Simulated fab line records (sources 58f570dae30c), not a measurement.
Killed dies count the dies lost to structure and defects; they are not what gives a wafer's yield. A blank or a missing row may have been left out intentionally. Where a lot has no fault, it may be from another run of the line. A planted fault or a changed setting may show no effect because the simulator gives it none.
Matching of chambers / flow berkeley_cmos170 / cmp-01 running UCB170_V1_CMP_02: 4 sister chambers
The step polishes SiO2. 24 wafers are shown with their chamber, then 12 later ones without.

== WAFERS WITH THEIR CHAMBER ==
wafer=L077.1; chamber=0; motor_current_A (A)=14.2
wafer=L077.5; chamber=3; motor_current_A (A)=15.6
wafer=L077.6; chamber=2; motor_current_A (A)=16.7
wafer=L074.2; chamber=3; motor_current_A (A)=16.3
wafer=L074.5; chamber=3; motor_current_A (A)=16.3
wafer=L074.6; chamber=0; motor_current_A (A)=15.1
wafer=L080.1; chamber=1; motor_current_A (A)=14.5
wafer=L080.4; chamber=0; motor_current_A (A)=14.9
wafer=L080.5; chamber=3; motor_current_A (A)=15.8
wafer=L082.1; chamber=2; motor_current_A (A)=16.1
wafer=L082.4; chamber=1; motor_current_A (A)=13.9
wafer=L082.5; chamber=0; motor_current_A (A)=14.4
wafer=L085.2; chamber=2; motor_current_A (A)=17.6
wafer=L085.3; chamber=1; motor_current_A (A)=13.7
wafer=L085.4; chamber=3; motor_current_A (A)=16.2
wafer=L088.1; chamber=3; motor_current_A (A)=15.3
wafer=L088.4; chamber=0; motor_current_A (A)=14.3
wafer=L088.6; chamber=0; motor_current_A (A)=15.0
wafer=L089.1; chamber=1; motor_current_A (A)=14.6
wafer=L089.2; chamber=0; motor_current_A (A)=15.0
wafer=L089.3; chamber=3; motor_current_A (A)=16.0
wafer=L089.4; chamber=2; motor_current_A (A)=17.3
wafer=L089.5; chamber=2; motor_current_A (A)=18.0
wafer=L089.6; chamber=1; motor_current_A (A)=14.3

SIGNATURES, as means of the wafers listed above
reading=motor_current_A; chamber 0=14.700; chamber 1=14.200; chamber 2=17.140; chamber 3=15.929; scatter within a chamber=0.48
Rule: a wafer's distance from a chamber is the root of the sum, over the readings, of the square of ((its reading less the chamber's mean) divided by the reading's scatter). If the next closest chamber is less than 2 further off than the closest, the wafer can't be placed; otherwise it belongs to the closest. How the scatter is found: for the shown wafers, subtract from each reading the mean of its chamber, square and add these, divide the total by (wafers less chambers), then take the root.

== WAFERS MISSING THEIR CHAMBER ==
wafer=L092.1; motor_current_A (A)=15.1
wafer=L092.4; motor_current_A (A)=16.3
wafer=L092.5; motor_current_A (A)=15.1
wafer=L093.1; motor_current_A (A)=14.4
wafer=L093.2; motor_current_A (A)=16.7
wafer=L093.3; motor_current_A (A)=14.3
wafer=L094.3; motor_current_A (A)=13.9
wafer=L094.5; motor_current_A (A)=15.5
wafer=L094.6; motor_current_A (A)=15.6
wafer=L095.1; motor_current_A (A)=14.8
wafer=L095.4; motor_current_A (A)=17.8
wafer=L095.5; motor_current_A (A)=14.2

== EACH ONE'S CHAMBER ==
wafer=L092.1; from the rows above=can't be placed: 0 or 3 or 1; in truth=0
wafer=L092.4; from the rows above=can't be placed: 3 or 2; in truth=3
wafer=L092.5; from the rows above=can't be placed: 0 or 3 or 1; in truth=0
wafer=L093.1; from the rows above=can't be placed: 1 or 0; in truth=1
wafer=L093.2; from the rows above=can't be placed: 2 or 3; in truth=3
wafer=L093.3; from the rows above=can't be placed: 1 or 0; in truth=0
wafer=L094.3; from the rows above=can't be placed: 1 or 0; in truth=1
wafer=L094.5; from the rows above=can't be placed: 3 or 0 or 1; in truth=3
wafer=L094.6; from the rows above=can't be placed: 3 or 0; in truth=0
wafer=L095.1; from the rows above=can't be placed: 0 or 1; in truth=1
wafer=L095.4; from the rows above=2; in truth=2
wafer=L095.5; from the rows above=can't be placed: 1 or 0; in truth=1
1 of 12 placed correctly. Cannot be placed on the basis of these rows: 11; the candidates contain the true chamber in 11. 0 placed wrongly.
